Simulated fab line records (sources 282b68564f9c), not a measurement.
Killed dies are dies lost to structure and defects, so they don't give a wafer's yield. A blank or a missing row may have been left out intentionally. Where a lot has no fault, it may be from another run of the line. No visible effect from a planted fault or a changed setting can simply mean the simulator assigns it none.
One fault seen from 2 desks + flow rit_cmos + each desk has only its own numbers; what lay behind them comes last

FROM THE METROLOGY DESK
Lot by lot, what the gauges showed, no matter which tool ran the lot: averages of those sampled wafers that carry a number. Marked OUT: a lot whose mean sits more than 4 standard deviations from the usual mean, which makes it out of limits; the brackets give that distance.
Columns: A = NSD_TW at RIT_NSD_TW_MEAS_10, usual 3128
| lot  | first seen here | A                    |
|------|-----------------|----------------------|
| L309 | day 3 18:42     | 3091                 |
| L310 | day 3 21:47     | 3097                 |
| L311 | day 4 02:07     | 3142                 |
| L312 | day 4 07:33     | 3094                 |
| L313 | day 4 11:37     | 3101                 |
| L316 | day 5 02:48     | 3142                 |
| L317 | day 5 09:37     | 3145                 |
| L318 | day 5 12:02     | 30 (-99 or more) OUT |
| L321 | day 6 03:12     | 30 (-99 or more) OUT |
| L322 | day 6 07:37     | 3152                 |
| L323 | day 6 12:10     | 3153                 |
| L324 | day 6 18:47     | 3084                 |
| L328 | day 7 14:20     | 3147                 |
| L329 | day 7 18:59     | 3162                 |
Per this desk, out of limits: L318, L321; the first was L318, day 5 12:02 (NSD_TW at RIT_NSD_TW_MEAS_10). L309, L310, L311, L312, L313, L316, L317, L322, L323, L324, L328, L329 stayed within limits.

AT THE TOOL OWNER'S DESK: litho_track-04
The tool's own readings at RIT_NSD_DEVELOP_05 (develop time 50 s): means of the sampled wafers that have a number, for each lot that ran on this tool. Marked OUT: a lot whose mean sits more than 4 standard deviations from the usual mean, which makes it out of limits; the brackets give that distance.
Columns: A = developer_temp_C at RIT_NSD_DEVELOP_05, usual 23.01 C; B = exhaust_pa at RIT_NSD_DEVELOP_05, usual 44.9 Pa
| lot  | first seen here | A     | B    |
|------|-----------------|-------|------|
| L316 | day 5 02:00     | 22.95 | 43.9 |
| L317 | day 5 08:00     | 23.07 | 45.1 |
| L318 | day 5 11:00     | 22.93 | 43.8 |
| L321 | day 6 02:00     | 23.08 | 44.7 |
This desk's finding: nothing out of limits on any of the 4 lots.

ALL TOGETHER
At day 5 12:02 the metrology desk could have sounded an alarm, on L318, L321.
The tool owner's desk saw nothing out of limits.
Tool owner's desk: L318, L321 on record, inside its limits.
Every lot named ran RIT_NSD_DEVELOP_05 on litho_track-04.

WHAT THE SIMULATOR HAD INSERTED
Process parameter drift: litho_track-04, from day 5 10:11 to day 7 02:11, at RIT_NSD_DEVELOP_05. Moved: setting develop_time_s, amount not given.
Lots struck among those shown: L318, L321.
Per desk, hours elapsed from the start of the fault to the first reading out of limits: for the metrology desk, 2.
